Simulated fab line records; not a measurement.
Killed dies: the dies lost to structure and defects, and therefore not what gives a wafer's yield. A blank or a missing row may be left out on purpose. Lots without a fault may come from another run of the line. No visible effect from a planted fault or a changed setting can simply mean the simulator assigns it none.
A lot that was struck, set against a sound lot    flow ritCmos    17 steps out of a route of 202
Sound: these wafers, L739.1, L739.2, L739.5. Wafers struck: L754.1, L754.2, L754.5. Last of all comes the cause.
Per side, at each step with rows, come the tool, then ch with its chambers, and then its first start. Under that, the readings that differ: sound wafers    struck wafers    difference of the means    sigmas: that difference in standard deviations of wafers without a fault.
alike: words and numbers the same on both sides, and readings whose means are apart by under 2 such deviations; not compared: readings that were withheld, readings missing a value for some wafer, numbers with overlapping values and no deviation given by the record, and bounds like >300 which may hide the same value.
The two part at a step that has a row with sigmas, a row that says differs or no value, or rows on one side only. Non-overlapping numbers with no deviation appear without sigmas and do not part them. Lack of a reading on every wafer of one side parts them only where that side has two or more wafers.

first, 2 steps without rows for these wafers: RIT_NRETRO_HARDBAKE_07 (time 120 s); RIT_NRETRO_IMPLANT_08.
RIT_NRETRO_STRIP_09: strips in O2, time 180 s.
  sound on plasmaAsher-01 ch 0,1, day 3 03:04; struck on plasmaAsher-04 ch 0,1, day 6 06:08
  alike: chamberPressureMTorr, drypumpMotorCurrentA
  not compared: rfHoursCounterH
RIT_NRETRO_TW_MEAS_10:
  sound on filmMetro-02 at day 3 03:14; struck on filmMetro-02 at day 6 06:19
  alike: NRETRO_TW
then, 6 steps without rows for these wafers: RIT_PRETRO_HMDS_00 (prime time 60 s); RIT_PRETRO_COAT_01 (resist thk 1300 nm); RIT_PRETRO_SOFTBAKE_02 (time 60 s); RIT_PRETRO_EXPOSE_03 (exposes mask M5, target cd 43700 nm); RIT_PRETRO_PEB_04; RIT_PRETRO_DEVELOP_05 (develop time 68 s).
RIT_PRETRO_OVL_MEAS_06:
  sound on overlay-01 at day 3 04:25; struck on overlay-01 at day 6 07:31
  alike: PRETRO_OVL
then, 1 step without rows for these wafers: RIT_PRETRO_HARDBAKE_07 (time 120 s).
RIT_PRETRO_IMPLANT_08:
  sound on implanter-02 ch 0, day 3 04:42; struck on implanter-02 ch 0, day 6 07:49
reading           sound                             struck                         difference  sigmas
doseIonsCm2       1.2012e+13 1.1992e+13 1.2018e+13  8.749e+12 8.756e+12 8.749e+12  -3.256e+12  -99 or more
faradayCurrentUA  38.1 38.4 38.0                    28.1 27.4 28.6                 -10.1       -14
RIT_PRETRO_STRIP_09: strips in O2, time 180 s.
  sound on plasmaAsher-04 ch 0,1, day 3 04:51; struck on plasmaAsher-02 ch 0,1, day 6 07:58
  alike: chamberPressureMTorr, drypumpMotorCurrentA
  not compared: rfHoursCounterH
RIT_PRETRO_TW_MEAS_10:
  sound on filmMetro-04 at day 3 05:02; struck on filmMetro-04 at day 6 08:08
reading    sound        struck       difference  sigmas
PRETRO_TW  475 475 473  430 429 428  -45         -8
then, 1 step without rows for these wafers: RIT_GATE_WET_ETCH_00 (etches SiO2 in BOE, target depth 56 nm, time 60 s).
RIT_M1_PROBE_99:
  sound on prober-01 at day 4 09:53; struck on prober-02 at day 7 12:01
reading                                  sound                 struck                difference  sigmas
model.etest.nmos_0p3.rOnOhmUm            2228 2161 2192        2082 2050 2051        -133        
model.etest.nmosTurned.driveUaUm         314.8 321.6 329.4     364.7 361.6 360.2     +40.2       
model.etest.nmos_0p15.driveUaUm          451.6 462.7 469.2     509.5 492 499.8       +39.3       
model.etest.nmos_0p3.driveUaUm           216.6 221 223.4       246.2 241.9 240.5     +22.5       
model.etest.nmosNarrow.driveUaUm         211.6 213.7 221.3     241.1 240.8 238.9     +24.7       
model.etest.nmos_0p15.offLog10AUm        -10.18 -10.21 -10.05  -8.892 -9.288 -9.209  +1.017      
model.etest.retroEdgeNmos.offLog10AUm    -10.16 -10.21 -9.832  -8.749 -9.283 -8.987  +1.061      
model.etest.ring.quietLog10A (angstrom)  -7.87 -7.822 -7.698   -6.841 -7.253 -7.153  +0.714      
  alike: killedAtContacts, killedAtFrontEnd, killedDies, killedOpen, killedShort

## WHERE THEY PART
Earliest at RIT_PRETRO_IMPLANT_08; latest, in this record, at RIT_PRETRO_TW_MEAS_10. Later steps at which nothing parts them and some readings are alike: RIT_M1_PROBE_99.

WHY: what had been put in by the simulator
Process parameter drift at RIT_PRETRO_IMPLANT_08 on implanter-02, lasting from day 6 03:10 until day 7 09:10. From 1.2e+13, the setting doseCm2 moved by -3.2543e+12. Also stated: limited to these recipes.
